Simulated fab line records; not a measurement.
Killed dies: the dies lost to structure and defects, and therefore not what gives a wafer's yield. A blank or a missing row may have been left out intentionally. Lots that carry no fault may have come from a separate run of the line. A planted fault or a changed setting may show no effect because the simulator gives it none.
The tool behind it: which one? + flow berkeley_cmos170 + 14 lots with 42 wafers sampled at 6 steps, on a route of 331 steps

WHAT EACH GAUGE READ, for each wafer
UCB170_PLDD_OVL_MEAS_07.
| lot  | measured     | on         | PLDD_OVL (nm) |
|------|--------------|------------|---------------|
| L304 | day 6 21:47  | overlay-01 | 5 -1 -2       |
| L305 | day 7 11:36  | overlay-01 | -2 0 1        |
| L306 | day 7 12:02  | overlay-02 | 4 2 0         |
| L307 | day 8 02:16  | overlay-01 | 11 9 16       |
| L313 | day 9 01:27  | overlay-02 | 11 7 5        |
| L314 | day 9 07:31  | overlay-01 | 10 10 14      |
| L315 | day 9 08:02  | overlay-01 | 0 -3 -3       |
| L316 | day 9 07:46  | overlay-02 | 3 2 2         |
| L319 | day 10 08:56 | overlay-02 | -6 -8 0       |
| L317 | day 10 08:35 | overlay-02 | -11 -4 -10    |
| L323 | day 11 08:46 | overlay-01 | 3 -1 4        |
| L326 | day 12 00:01 | overlay-02 | -13 -1 -6     |
| L327 | day 12 00:35 | overlay-01 | 13 13 11      |
| L325 | day 12 00:06 | overlay-01 | 14 18 19      |

UCB170_PLDD_TW_MEAS_11.
| lot  | measured     | on            | PLDD_TW        |
|------|--------------|---------------|----------------|
| L304 | day 6 22:14  | film_metro-01 | 1024 1028 1028 |
| L305 | day 7 12:02  | film_metro-02 | 998 988 994    |
| L306 | day 7 12:30  | film_metro-02 | 996 997 995    |
| L307 | day 8 02:42  | film_metro-01 | 1020 1018 1024 |
| L313 | day 9 01:54  | film_metro-01 | 1079 1078 1077 |
| L314 | day 9 07:58  | film_metro-01 | 1022 1025 1023 |
| L315 | day 9 08:29  | film_metro-03 | 1006 1011 1015 |
| L316 | day 9 08:11  | film_metro-01 | 1074 1076 1078 |
| L319 | day 10 09:23 | film_metro-01 | 1023 1016 1018 |
| L317 | day 10 09:01 | film_metro-02 | 998 994 997    |
| L323 | day 11 09:13 | film_metro-02 | 994 989 994    |
| L326 | day 12 00:27 | film_metro-02 | 996 1003 995   |
| L327 | day 12 01:01 | film_metro-02 | 1004 1002 1001 |
| L325 | day 12 00:32 | film_metro-02 | 994 999 995    |

UCB170_SDANNEAL_RS_MEAS_04: a four-point-probe measurement.
| lot  | measured     | on            | PLDD_RS (ohm/sq)     |
|------|--------------|---------------|----------------------|
| L304 | day 7 13:00  | film_metro-02 | 1034.5 1031.9 1034.4 |
| L305 | day 8 02:43  | film_metro-03 | 1031.1 1030.7 1032.7 |
| L306 | day 8 03:13  | film_metro-01 | 1032.9 1030.5 1031.1 |
| L307 | day 8 19:53  | film_metro-03 | 1031.5 1032.4 1031.0 |
| L313 | day 9 20:01  | film_metro-03 | 899.6 900.9 900.2    |
| L314 | day 9 20:32  | film_metro-01 | 1035.9 1033.1 1036.3 |
| L315 | day 9 21:02  | film_metro-01 | 1036.0 1037.1 1035.8 |
| L316 | day 9 20:41  | film_metro-03 | 904.0 903.7 903.9    |
| L319 | day 11 00:41 | film_metro-01 | 1028.8 1030.0 1030.4 |
| L317 | day 11 00:35 | film_metro-02 | 1034.6 1032.6 1031.0 |
| L323 | day 11 22:52 | film_metro-01 | 1035.7 1039.0 1037.8 |
| L326 | day 12 13:47 | film_metro-02 | 1031.1 1033.5 1037.1 |
| L327 | day 12 13:59 | film_metro-03 | 1030.9 1032.3 1029.1 |
| L325 | day 12 14:30 | film_metro-02 | 1038.6 1038.1 1034.1 |

WHICH TOOL RAN EACH LOT (tool, then ch and the chambers of the sampled wafers, then the start)
| lot  | UCB170_PFIELD_STRIP_08              | UCB170_GATE_ETCH_15              | UCB170_PLDD_IMPLANT_09          |
|------|-------------------------------------|----------------------------------|---------------------------------|
| L304 | plasma_asher-01 ch 0,1, day 4 17:31 | rie_si-02 ch 0,1,3, day 6 20:08  | implanter-04 ch 0, day 6 22:01  |
| L305 | plasma_asher-01 ch 0,1, day 5 00:11 | rie_si-02 ch 0,2,3, day 7 08:34  | implanter-01 ch 0, day 7 11:47  |
| L306 | plasma_asher-03 ch 0,1, day 5 08:07 | rie_si-01 ch 0,1,3, day 7 08:49  | implanter-04 ch 0, day 7 12:13  |
| L307 | plasma_asher-04 ch 0, day 5 21:28   | rie_si-01 ch 1,3, day 8 00:27    | implanter-02 ch 0, day 8 02:28  |
| L313 | plasma_asher-03 ch 0,1, day 6 18:02 | rie_si-02 ch 0,1, day 8 23:44    | implanter-04 ch 0, day 9 01:38  |
| L314 | plasma_asher-03 ch 0,1, day 7 04:25 | rie_si-01 ch 2,3, day 9 05:58    | implanter-02 ch 0, day 9 07:44  |
| L315 | plasma_asher-01 ch 0,1, day 7 04:39 | rie_si-01 ch 1,2,3, day 9 06:20  | implanter-01 ch 0, day 9 08:16  |
| L316 | plasma_asher-03 ch 1, day 7 04:52   | rie_si-02 ch 2,3, day 9 06:13    | implanter-04 ch 0, day 9 07:56  |
| L319 | plasma_asher-03 ch 0,1, day 7 16:26 | rie_si-01 ch 2,3, day 10 06:52   | implanter-02 ch 0, day 10 09:11 |
| L317 | plasma_asher-01 ch 0,1, day 7 19:11 | rie_si-02 ch 0,2, day 10 06:37   | implanter-01 ch 0, day 10 08:48 |
| L323 | plasma_asher-01 ch 0,1, day 8 22:07 | rie_si-02 ch 0,1,3, day 11 07:13 | implanter-01 ch 0, day 11 08:58 |
| L326 | plasma_asher-04 ch 0,1, day 9 16:37 | rie_si-01 ch 0,2, day 11 22:17   | implanter-01 ch 0, day 12 00:12 |
| L327 | plasma_asher-03 ch 0,1, day 9 17:23 | rie_si-02 ch 0,1,2, day 11 22:47 | implanter-01 ch 0, day 12 00:46 |
| L325 | plasma_asher-04 ch 0,1, day 9 18:06 | rie_si-02 ch 1,3, day 11 22:18   | implanter-04 ch 0, day 12 00:17 |
- UCB170_PFIELD_STRIP_08: strips in O2.
- UCB170_GATE_ETCH_15: etches poly-Si in HBr/Cl2, stops on SiO2, time 56.3 s, target depth 278.2 nm.
- UCB170_PLDD_IMPLANT_09

WHAT THE TOOLS THEMSELVES READ (means of the sampled wafers that have a number; where no wafer has one, the mark that the record gives instead)
UCB170_PFIELD_STRIP_08.
| lot  | tool            | chamber_pressure_mTorr (mTorr) | drypump_motor_current_A (A) | oes_product_au (a.u.) | strip_time_to_endpoint_s (s) |
|------|-----------------|--------------------------------|-----------------------------|-----------------------|------------------------------|
| L304 | plasma_asher-01 | 3501                           | 5.3                         | 0.738                 | 21.58                        |
| L305 | plasma_asher-01 | 3499                           | 5.2                         | 0.735                 | 21.70                        |
| L306 | plasma_asher-03 | 3500                           | 5.4                         | 0.743                 | 21.67                        |
| L307 | plasma_asher-04 | 3498                           | 6.5                         | 0.730                 | 21.68                        |
| L313 | plasma_asher-03 | 3501                           | 5.4                         | 0.735                 | 21.56                        |
| L314 | plasma_asher-03 | 3498                           | 5.5                         | 0.735                 | 21.54                        |
| L315 | plasma_asher-01 | 3499                           | 5.2                         | 0.728                 | 21.69                        |
| L316 | plasma_asher-03 | 3495                           | 5.5                         | 0.735                 | 21.60                        |
| L319 | plasma_asher-03 | 3499                           | 5.5                         | 0.736                 | 21.68                        |
| L317 | plasma_asher-01 | 3499                           | 5.2                         | 0.737                 | 21.64                        |
| L323 | plasma_asher-01 | 3498                           | 5.2                         | 0.734                 | 21.55                        |
| L326 | plasma_asher-04 | 3499                           | 6.6                         | 0.735                 | 21.63                        |
| L327 | plasma_asher-03 | 3501                           | 5.5                         | 0.738                 | 21.70                        |
| L325 | plasma_asher-04 | 3501                           | 6.6                         | 0.741                 | 21.72                        |

UCB170_GATE_ETCH_15.
| lot  | tool      | chamber_pressure_mTorr (mTorr) | drypump_motor_current_A (A) | oes_product_au (a.u.) | rf_fwd_power_W (W) | throttle_valve_pct (%) |
|------|-----------|--------------------------------|-----------------------------|-----------------------|--------------------|------------------------|
| L304 | rie_si-02 | 15.021                         | 5.6                         | 0.817                 | 296.6              | 26.1                   |
| L305 | rie_si-02 | 15.001                         | 5.7                         | 0.817                 | 298.0              | 26.2                   |
| L306 | rie_si-01 | 14.999                         | 5.8                         | 0.833                 | 297.4              | 26.5                   |
| L307 | rie_si-01 | 15.008                         | 5.9                         | 0.834                 | 298.0              | 26.6                   |
| L313 | rie_si-02 | 14.998                         | 5.3                         | 0.824                 | 298.0              | 26.1                   |
| L314 | rie_si-01 | 14.993                         | 5.4                         | 0.839                 | 297.2              | 26.6                   |
| L315 | rie_si-01 | 15.016                         | 5.6                         | 0.846                 | 297.5              | 26.5                   |
| L316 | rie_si-02 | 15.010                         | 5.9                         | 0.850                 | 297.0              | 26.3                   |
| L319 | rie_si-01 | 15.000                         | 5.8                         | 0.826                 | 297.8              | 26.8                   |
| L317 | rie_si-02 | 14.998                         | 5.4                         | 0.830                 | 297.1              | 26.2                   |
| L323 | rie_si-02 | 14.992                         | 5.5                         | 0.827                 | 298.6              | 26.1                   |
| L326 | rie_si-01 | 14.987                         | 5.6                         | 0.822                 | 298.0              | 26.6                   |
| L327 | rie_si-02 | 15.000                         | 5.5                         | 0.847                 | 298.3              | 26.1                   |
| L325 | rie_si-02 | 14.992                         | 5.8                         | 0.835                 | 297.6              | 26.1                   |

UCB170_PLDD_IMPLANT_09.
| lot  | tool         | beam_on_s (s) | dose_ions_cm2 | faraday_current_uA | rotation_deg (degrees) | tilt_deg (degrees) |
|------|--------------|---------------|---------------|--------------------|------------------------|--------------------|
| L304 | implanter-04 | 10.33         | 4.998e+13     | 153                | 180.00                 | 7.003              |
| L305 | implanter-01 | 10.03         | 4.998e+13     | 158                | 180.02                 | 6.985              |
| L306 | implanter-04 | 10.13         | 5.005e+13     | 157                | 180.01                 | 7.001              |
| L307 | implanter-02 | 9.99          | 4.994e+13     | 159                | 180.00                 | 6.977              |
| L313 | implanter-04 | 11.82         | 6.845e+13     | 184                | 180.01                 | 6.975              |
| L314 | implanter-02 | 10.02         | 4.992e+13     | 158                | 179.98                 | 6.998              |
| L315 | implanter-01 | 9.89          | 4.998e+13     | 160                | 180.02                 | 7.010              |
| L316 | implanter-04 | 11.82         | 6.857e+13     | 184                | 180.02                 | 7.003              |
| L319 | implanter-02 | 10.08         | 5.001e+13     | 158                | 180.02                 | 6.979              |
| L317 | implanter-01 | 10.17         | 4.997e+13     | 156                | 179.96                 | 7.019              |
| L323 | implanter-01 | 9.93          | 5.002e+13     | 160                | 179.99                 | 7.016              |
| L326 | implanter-01 | 9.98          | 4.997e+13     | 159                | 179.99                 | 7.014              |
| L327 | implanter-01 | 9.96          | 4.997e+13     | 159                | 179.97                 | 7.016              |
| L325 | implanter-04 | 9.92          | 4.997e+13     | 160                | 180.00                 | 7.001              |

THE ANSWER, worked out from the rows above alone
Rule: usual is defined by the lots themselves. The widest of any qualifying gaps counts: lots, ordered by their means at a reading, are off when they make up no more than a third of the lots, leave a main group of 4 or more, and stand apart from it by 3 or more times the standard deviation of that group's means. If all means in a main group match to the digits the tables above print for the reading, that group is not used. A lot without any number at a reading at which 4 lots or more have one is off too. All remaining lots with rows at the step are treated as sound. The gauges are gone through in route order, then the tools' own readings, and for those a lot's mean is taken as printed above. At the first step where some lot is off, the reading lying furthest off is the one used; lots without a number count as furthest.
Off: at UCB170_PLDD_TW_MEAS_11 (PLDD_TW), L313, L316. The main group has a mean of 1006 with a standard deviation of 12.
If a tool, at a process step before that reading, ran all the lots that are off and no sound lot after the first of them, it fits. The gauges at UCB170_PLDD_TW_MEAS_11 aren't tried: what is off there is off at UCB170_SDANNEAL_RS_MEAS_04 too, on other tools, and a gauge's error can't cause that. None of those tried fits.

WHAT THE SIMULATOR HAD INSERTED
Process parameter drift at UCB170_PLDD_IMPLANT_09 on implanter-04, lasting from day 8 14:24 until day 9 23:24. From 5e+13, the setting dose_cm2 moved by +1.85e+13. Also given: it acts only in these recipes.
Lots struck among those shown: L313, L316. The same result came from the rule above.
